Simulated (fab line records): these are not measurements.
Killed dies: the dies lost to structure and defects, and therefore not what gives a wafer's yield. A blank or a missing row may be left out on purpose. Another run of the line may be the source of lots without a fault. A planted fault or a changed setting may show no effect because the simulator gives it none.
Which of the tools did it? || flow berkeley cmos170 || 7 lots with 21 wafers sampled at 2 steps, on a route of 331 steps

## WHAT THE GAUGES READ, wafer by wafer
UCB170_NWELL_TW_MEAS_16.
{"lot": "L779", "measured": "day 2 22:38", "on": "film metro-04", "NWELL_TW": "1247 1252 1248"}
{"lot": "L781", "measured": "day 3 07:05", "on": "film metro-01", "NWELL_TW": "1230 1228 1234"}
{"lot": "L783", "measured": "day 3 23:03", "on": "film metro-01", "NWELL_TW": "1533 1529 1538"}
{"lot": "L785", "measured": "day 4 10:08", "on": "film metro-04", "NWELL_TW": "1584 1569 1573"}
{"lot": "L793", "measured": "day 5 23:19", "on": "film metro-03", "NWELL_TW": "1241 1249 1247"}
{"lot": "L797", "measured": "day 6 20:29", "on": "film metro-03", "NWELL_TW": "1254 1259 1256"}
{"lot": "L798", "measured": "day 6 20:47", "on": "film metro-01", "NWELL_TW": "1231 1233 1235"}

## TOOL THAT RAN EACH LOT (tool first, then ch and the chambers of the sampled wafers, then the start)
{"lot": "L779", "UCB170_NWELL_IMPLANT_14": "implanter-02 ch 0, day 2 22:23"}
{"lot": "L781", "UCB170_NWELL_IMPLANT_14": "implanter-01 ch 0, day 3 06:50"}
{"lot": "L783", "UCB170_NWELL_IMPLANT_14": "implanter-04 ch 0, day 3 22:31"}
{"lot": "L785", "UCB170_NWELL_IMPLANT_14": "implanter-04 ch 0, day 4 09:34"}
{"lot": "L793", "UCB170_NWELL_IMPLANT_14": "implanter-02 ch 0, day 5 23:04"}
{"lot": "L797", "UCB170_NWELL_IMPLANT_14": "implanter-02 ch 0, day 6 20:14"}
{"lot": "L798", "UCB170_NWELL_IMPLANT_14": "implanter-02 ch 0, day 6 20:34"}
- UCB170_NWELL_IMPLANT_14

## THE ANSWER, worked out from the rows above alone
Rule: the usual values come from the lots themselves. Put in order of their means at a reading, lots are off if they are a third of the lots or fewer, leave a main group of 4 or more, and stand apart from it by a gap of 3 or more times the standard deviation of the main group's means; of several such gaps the widest counts. Not used: any main group whose means are identical at the precision the tables above print for the reading. Also off: a lot with no number at a reading for which 4 or more lots have one. All remaining lots with rows at the step are treated as sound.
Off: L783, L785, at UCB170_NWELL_TW_MEAS_16 (NWELL_TW). Main group: mean 1243, sd 9.7.
A tool fits if, at a process step before that reading, it ran every lot that is off, and no sound lot after the first of them. Gauges at UCB170_NWELL_TW_MEAS_16: tried the same way as those tools. One fits: UCB170_NWELL_IMPLANT_14 on implanter-04. It ran no sound lot before its first lot that is off in this sample, so the start can't be narrowed down.

## WHAT THE SIMULATOR HAD INSERTED
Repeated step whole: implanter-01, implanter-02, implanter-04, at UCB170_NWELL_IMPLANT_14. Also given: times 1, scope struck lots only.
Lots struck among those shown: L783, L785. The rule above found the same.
